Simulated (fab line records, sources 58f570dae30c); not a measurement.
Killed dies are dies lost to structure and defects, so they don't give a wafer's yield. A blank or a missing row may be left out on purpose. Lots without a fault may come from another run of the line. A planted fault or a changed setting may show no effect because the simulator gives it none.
Tool commonality check | flow berkeley_cmos170 | 14 lots, 42 wafers sampled

WHY IT WAS OPENED
At UCB170_PWELL_TW_MEAS_17 the reading PWELL_TW is flagged on 2 of 14 lots. Wafers without a fault read 382.2, standard deviation 2.9.
Rule: a lot is flagged when every wafer of it that has a number lies more than 4 standard deviations from that mean, or none has a number. The other lots count as sound.

lot  | measured    | on            | PWELL_TW, wafer by wafer | flag
L561 | day 3 01:34 | film_metro-01 | 379.7 379.8 379.7        |
L562 | day 3 06:14 | film_metro-01 | 380.0 380.0 381.9        |
L563 | day 3 23:09 | film_metro-03 | 386.3 385.1 386.6        |
L565 | day 4 01:02 | film_metro-02 | 379.3 381.5 379.5        |
L564 | day 4 01:14 | film_metro-01 | 382.9 378.3 380.1        |
L566 | day 4 11:10 | film_metro-03 | 386.5 384.9 384.4        |
L569 | day 5 04:16 | film_metro-01 | 380.3 381.7 378.4        |
L574 | day 5 13:20 | film_metro-01 | 359.0 360.4 360.1        | FLAGGED
L576 | day 6 07:04 | film_metro-02 | 360.9 361.0 360.5        | FLAGGED
L577 | day 6 07:08 | film_metro-01 | 381.1 379.8 379.6        |
L578 | day 6 11:34 | film_metro-01 | 381.0 380.4 381.7        |
L581 | day 6 22:36 | film_metro-03 | 388.3 386.4 386.4        |
L584 | day 7 12:32 | film_metro-01 | 383.5 383.7 383.3        |
L583 | day 7 12:50 | film_metro-02 | 382.2 383.4 382.5        |
The numbers of the flagged lots are 360.3 on average: -21.9 against the usual, or -8 standard deviations.

WHICH TOOL RAN EACH LOT
The record holds 1 process step before the reading, out of a route of 331 steps. In each cell: the tool, then ch and the chambers that the sampled wafers went through, then the start.
lot  | flag    | UCB170_PWELL_IMPLANT_15
L561 |         | implanter-04 ch 0, day 3 01:16
L562 |         | implanter-01 ch 0, day 3 06:01
L563 |         | implanter-04 ch 0, day 3 22:55
L565 |         | implanter-04 ch 0, day 4 00:47
L564 |         | implanter-01 ch 0, day 4 01:01
L566 |         | implanter-03 ch 0, day 4 10:55
L569 |         | implanter-04 ch 0, day 5 04:02
L574 | FLAGGED | implanter-04 ch 0, day 5 13:06
L576 | FLAGGED | implanter-04 ch 0, day 6 06:46
L577 |         | implanter-01 ch 0, day 6 06:55
L578 |         | implanter-03 ch 0, day 6 11:19
L581 |         | implanter-03 ch 0, day 6 22:22
L584 |         | implanter-03 ch 0, day 7 12:19
L583 |         | implanter-01 ch 0, day 7 12:35
What these steps do:
- UCB170_PWELL_IMPLANT_15
- UCB170_PWELL_TW_MEAS_17

FLAGGED OVER TOTAL, TOOL BY TOOL (the gauges that took the reading come last)
step                    | tool          | lots run | flagged | share of the flagged lots | sound lots run after its first flagged lot
UCB170_PWELL_IMPLANT_15 | implanter-01  | 4        | 0       | none                      | -
UCB170_PWELL_IMPLANT_15 | implanter-03  | 4        | 0       | none                      | -
UCB170_PWELL_IMPLANT_15 | implanter-04  | 6        | 2       | all                       | 0
UCB170_PWELL_TW_MEAS_17 | film_metro-01 | 8        | 1       | some                      | 3 (L577,L578,L584)
UCB170_PWELL_TW_MEAS_17 | film_metro-02 | 3        | 1       | some                      | 1 (L583)
UCB170_PWELL_TW_MEAS_17 | film_metro-03 | 3        | 0       | none                      | -

WHAT THE TABLE ALLOWS
1 row of the table ran every flagged lot: implanter-04 at UCB170_PWELL_IMPLANT_15.
- implanter-04 at UCB170_PWELL_IMPLANT_15: 2 of its 6 lots flagged. Its last sound lot is L569 (day 5 04:02), its first flagged lot L574 (day 5 13:06): a fault that began between those two fits. Its own readings lie more than 4 standard deviations out on every wafer of the flagged lots: beam_energy_keV.
One tool is left: implanter-04 at UCB170_PWELL_IMPLANT_15.

WHAT THE SIMULATOR HAD PUT IN
Process parameter drift: implanter-04, from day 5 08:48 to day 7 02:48, at UCB170_PWELL_IMPLANT_15. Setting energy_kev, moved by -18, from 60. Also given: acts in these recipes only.
Lots struck among those shown: L574, L576. The rule above found the same.
